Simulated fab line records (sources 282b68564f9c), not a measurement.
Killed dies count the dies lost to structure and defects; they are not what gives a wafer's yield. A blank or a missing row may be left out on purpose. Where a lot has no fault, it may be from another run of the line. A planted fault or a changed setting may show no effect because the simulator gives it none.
One fault through the eyes of 2 desks + flow rit-cmos + numbers are kept per desk, each desk with only its own; the story behind them comes last

## FROM THE METROLOGY DESK
What the gauges read for every lot (on any tool): the sampled wafers with a number, averaged. If a lot's mean is further than 4 standard deviations from the usual mean, the lot is out of limits and carries the mark OUT (the distance appears in the brackets).
Columns: A = cd-nm at RIT_CONTACT_CD_MEAS_08, usual 999.7 nm; B = CONTACT_OVL at RIT_CONTACT_OVL_MEAS_09, usual 0.1 nm; C = cd-nm at RIT_CONTACT_CD_MEAS_90, usual 999.8 nm; D = M1_AL_RS at RIT_M1_RS_MEAS_01, usual 0.0737 ohm/sq; E = M1_AL_THK at RIT_M1_THK_MEAS_02, usual 406 nm; F = cd-nm at RIT_M1_CD_MEAS_09, usual 2600.4 nm; G = M1_OVL at RIT_M1_OVL_MEAS_10, usual -0.3 nm
| lot  | first seen here | A     | B    | C     | D      | E   | F      | G    |
|------|-----------------|-------|------|-------|--------|-----|--------|------|
| L548 | day 4 11:47     | 997.2 | 0.8  | 997.3 | 0.0732 | 406 | 2602.1 | 0.1  |
| L553 | day 5 12:17     | 999.3 | -0.2 | 999.4 | 0.0746 | 408 | 2602.2 | -0.5 |
| L558 | day 6 14:02     | 999.4 | 0.4  | 999.4 | 0.0750 | 409 | 2600.5 | -0.7 |
| L561 | day 7 03:16     | 998.7 | 1.5  | 998.5 | 0.0740 | 407 | 2599.5 | 1.4  |
| L563 | day 7 14:53     | 998.9 | 0.7  | 999.0 | 0.0727 | 408 | 2599.1 | 1.3  |
Finding of this desk: none of the 5 lots has anything out of limits.

## AT THE TOOL OWNER'S DESK: pvd-sputter-04
The tool's own readings at RIT_M1_SPUTTER_00 (material Al, target thk 400 nm, time 500 s): means of the sampled wafers that have a number, for each lot that ran on this tool. If a lot's mean is further than 4 standard deviations from the usual mean, the lot is out of limits and carries the mark OUT (the distance appears in the brackets).
Columns: A = cathode-dc-power-W at RIT_M1_SPUTTER_00, usual 2000.0 W; B = throttle-valve-pct at RIT_M1_SPUTTER_00, usual 30.0 %
| lot  | first seen here | A                        | B    |
|------|-----------------|--------------------------|------|
| L548 | day 4 12:58     | 2000.1                   | 30.6 |
| L558 | day 6 15:17     | 1951.5 (-99 or more) OUT | 30.5 |
Finding of this desk: L558 out of limits; the first was L558 at day 6 15:17, on cathode-dc-power-W at RIT_M1_SPUTTER_00. Within limits: L548.

## ALL TOGETHER
The tool owner's desk had the chance to raise an alarm at day 6 15:17 on L558.
Metrology desk: nothing out of limits seen.
The metrology desk has L558 on record, within its limits.
RIT_M1_SPUTTER_00 was run on pvd-sputter-04 by each of the lots named.

## WHAT THE SIMULATOR PUT IN
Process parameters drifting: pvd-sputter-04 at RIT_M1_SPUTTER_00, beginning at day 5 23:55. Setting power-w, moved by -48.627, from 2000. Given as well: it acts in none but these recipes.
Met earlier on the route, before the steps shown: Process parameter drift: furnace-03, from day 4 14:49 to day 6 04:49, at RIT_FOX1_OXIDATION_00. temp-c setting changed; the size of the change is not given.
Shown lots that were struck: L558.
Delay in hours, fault start to first out-of-limits reading, by desk: the tool owner's desk at 15.
